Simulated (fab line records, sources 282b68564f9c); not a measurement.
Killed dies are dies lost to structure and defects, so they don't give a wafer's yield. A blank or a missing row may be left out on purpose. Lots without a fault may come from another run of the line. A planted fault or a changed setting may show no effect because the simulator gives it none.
A struck lot beside a sound one | flow rit_cmos | 19 steps out of a route of 202
Sound: wafers L307.2, L307.5, L307.6. Struck: wafers L318.1, L318.3, L318.6. The cause comes at the end.
At each step with rows: each side's tool, then ch and its chambers, then its first start. Under that, the readings that differ: sound wafers | struck wafers | difference of the means | sigmas: that difference in standard deviations of wafers without a fault.
alike: readings whose means differ by less than 2 such deviations, and words and numbers that are the same on both sides. not compared: withheld readings, readings that some wafer has no value for, bounds like >300 that may hide the same value, and numbers for which the record gives no deviation and whose values overlap.
The two part at a step that has a row with sigmas, a row that says differs or no value, or rows on one side only. Numbers that don't overlap but have no deviation are shown without sigmas and don't part them. A reading that every wafer of one side lacks parts them only if that side has two wafers or more.

RIT_PLDD_TW_MEAS_10:
  sound on film_metro-04, day 3 01:37; struck on film_metro-04, day 5 07:59
  alike: PLDD_TW
then, 4 steps without rows for these wafers: RIT_SPACER_CLEAN_00 (cleans in SC1, time 600 s); RIT_SPACER_CLEAN_01 (cleans in dHF, time 30 s); RIT_SPACER_CLEAN_02 (cleans in SC2, time 600 s); RIT_SPACER_CVD_03 (deposits Si3N4 from SiH2Cl2/NH3, target thk 250 nm, time 3300 s).
RIT_SPACER_THK_MEAS_04:
  sound on film_metro-03, day 3 03:59; struck on film_metro-04, day 5 10:20
  alike: SPACER_NITRIDE_THK
RIT_SPACER_ETCHBACK_05: etches Si3N4 in SF6/CHF3, stops on SiO2, target depth 250 nm, time 240 s.
  sound on rie_diel-02 ch 0,1,3, day 3 04:02; struck on rie_diel-04 ch 1,3, day 5 10:24
  alike: drypump_motor_current_A, oes_product_au, rf_fwd_power_W, throttle_valve_pct
  not compared: rf_hours_counter_h
then, 5 steps without rows for these wafers: RIT_NSD_HMDS_00 (prime time 60 s); RIT_NSD_COAT_01 (resist thk 1000 nm); RIT_NSD_SOFTBAKE_02 (time 60 s); RIT_NSD_EXPOSE_03 (exposes mask M9, target cd 40700 nm); RIT_NSD_PEB_04.
RIT_NSD_DEVELOP_05: develop time 50 s.
  sound on litho_track-01 ch 0, day 3 05:00; struck on litho_track-04 ch 0, day 5 11:00
  alike: developer_temp_C
RIT_NSD_OVL_MEAS_06:
  sound on overlay-01, day 3 05:10; struck on overlay-02, day 5 11:31
  alike: NSD_OVL
then, 2 steps without rows for these wafers: RIT_NSD_HARDBAKE_07 (time 60 s); RIT_NSD_IMPLANT_08.
RIT_NSD_STRIP_09: strips in O2, time 180 s.
  sound on plasma_asher-03 ch 0,1, day 3 05:29; struck on plasma_asher-02 ch 0,1, day 5 11:52
  alike: drypump_motor_current_A
  not compared: rf_hours_counter_h
RIT_NSD_TW_MEAS_10:
  sound on film_metro-03, day 3 05:41; struck on film_metro-01, day 5 12:02
  reading | sound          | struck   | difference | sigmas
  NSD_TW  | 3097 3095 3094 | 30 30 30 | -3065      | -99 or more
then, 1 step without rows for these wafers: RIT_PSD_HMDS_00 (prime time 60 s).

WHERE THEY PART
Only at RIT_NSD_TW_MEAS_10, within this record.

WHY: what the simulator had put in
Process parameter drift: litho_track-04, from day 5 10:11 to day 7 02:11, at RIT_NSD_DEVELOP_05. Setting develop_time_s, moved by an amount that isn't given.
